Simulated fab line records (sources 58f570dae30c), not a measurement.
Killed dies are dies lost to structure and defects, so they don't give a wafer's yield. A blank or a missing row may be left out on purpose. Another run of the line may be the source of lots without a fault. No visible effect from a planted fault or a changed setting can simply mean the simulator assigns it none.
Split-lot trial -- flow berkeley_cmos170 -- 23 wafers read from 5 lots, route of 331 steps

== ON THE SPLIT ==
At UCB170_PSD_COAT_01 (resist thk 900 nm), the setting resist_thk_nm was moved away from the recipe's 900 nm on 8 of the 23 wafers read, by -4.8% to +5.3%. This setting was run at the recipe's value on the other wafers.

The split's own step is where the reading is taken.

== THE READING ==
KrF_of_PSD_COAT_01.thk_nm (the simulator's own value, which no gauge read), in nm, at UCB170_PSD_COAT_01 (resist thk 900 nm). There is no usual value for it anywhere in the file. Average 900.0 nm, standard deviation 3.1 nm, over the 15 wafers here run with the recipe.

wafer,"tool, chamber at the split","resist_thk_nm as run, nm",against the recipe,"KrF_of_PSD_COAT_01.thk_nm, nm",against lot-mates on the recipe
L075.1,"litho_track-03, 0",900,recipe,899.5,-
L075.4,"litho_track-03, 0",900,recipe,901.1,-
L075.6,"litho_track-03, 0",900,recipe,897.9,-
L077.1,"litho_track-01, 0",900,recipe,900.6,-
L077.3,"litho_track-01, 0",900,recipe,899.2,-
L077.4,"litho_track-01, 0",857,-4.8%,857.9,-42.0
L077.5,"litho_track-01, 0",857,-4.8%,856.1,-43.8
L077.6,"litho_track-01, 0",857,-4.8%,859.4,-40.5
L076.1,"litho_track-02, 0",900,recipe,896.2,-
L076.3,"litho_track-02, 0",900,recipe,896.2,-
L076.2,"litho_track-02, 0",900,recipe,897.5,-
L076.5,"litho_track-02, 0",900,recipe,895.5,-
L076.6,"litho_track-02, 0",900,recipe,897.8,-
L084.1,"litho_track-01, 0",947.3,+5.3%,944.9,+42.5
L084.2,"litho_track-01, 0",947.3,+5.3%,950.2,+47.8
L084.3,"litho_track-01, 0",900,recipe,902.1,-
L084.4,"litho_track-01, 0",947.3,+5.3%,946.8,+44.4
L084.6,"litho_track-01, 0",900,recipe,902.7,-
L083.1,"litho_track-03, 0",865,-3.9%,867.7,-37.0
L083.2,"litho_track-03, 0",900,recipe,903.9,-
L083.3,"litho_track-03, 0",865,-3.9%,869.1,-35.6
L083.4,"litho_track-03, 0",900,recipe,905.1,-
L083.5,"litho_track-03, 0",900,recipe,905.2,-

THE FIT
A straight line over all 23 wafers: KrF_of_PSD_COAT_01.thk_nm changes by +8.8 nm for each +1% of resist_thk_nm; r = +0.99; the points scatter about the line by 2.9 nm.
The same after taking each lot's own level away (the mean of its wafers on the recipe; 23 wafers): +8.76 nm for each +1%; r = +1.00; scatter 1.4 nm.
The reading moves by 46 nm for the largest change in resist_thk_nm, on that fit.
From 896.64 to 904.73 nm: that is the span of the lots' own levels, equal to 2.6 times the standard deviation above.
The two slopes agree, so the slope changes little with the lot-to-lot level.
Check: for one of the wafers moved furthest among these (+5.3%), held out of the fit, the line's prediction against its lot-mates is +46.6 nm. It came out at +42.5 nm against them.

== THE OTHER SPLITS THESE WAFERS WENT THROUGH ==
Note: prior to the reading, these wafers also went through further splits. Each is held against what the fit with the lots' levels taken away leaves over:
other split on the same wafers,wafers away from the commonest value,r with KrF_of_PSD_COAT_01.thk_nm (lot level and that fit taken away)
UCB170_START_OXIDATION_02 temp_c,15,-0.04
UCB170_NWELL_IMPLANT_14 dose_cm2,9,-0.07
UCB170_PWELL_COAT_08 resist_thk_nm,7,+0.05
UCB170_PWELL_ETCH_14 over_etch_frac,7,-0.02
UCB170_FIELD_OXIDATION_01 temp_c,15,+0.18
UCB170_NVT_COAT_01 spin_rpm,9,+0.01
UCB170_PVT_SOFTBAKE_02 time_s,9,-0.23

== THE FILE'S OWN FIT ==
KrF_of_PSD_COAT_01.thk_nm changes by +8.82 nm for each +1% of resist_thk_nm, r = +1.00.
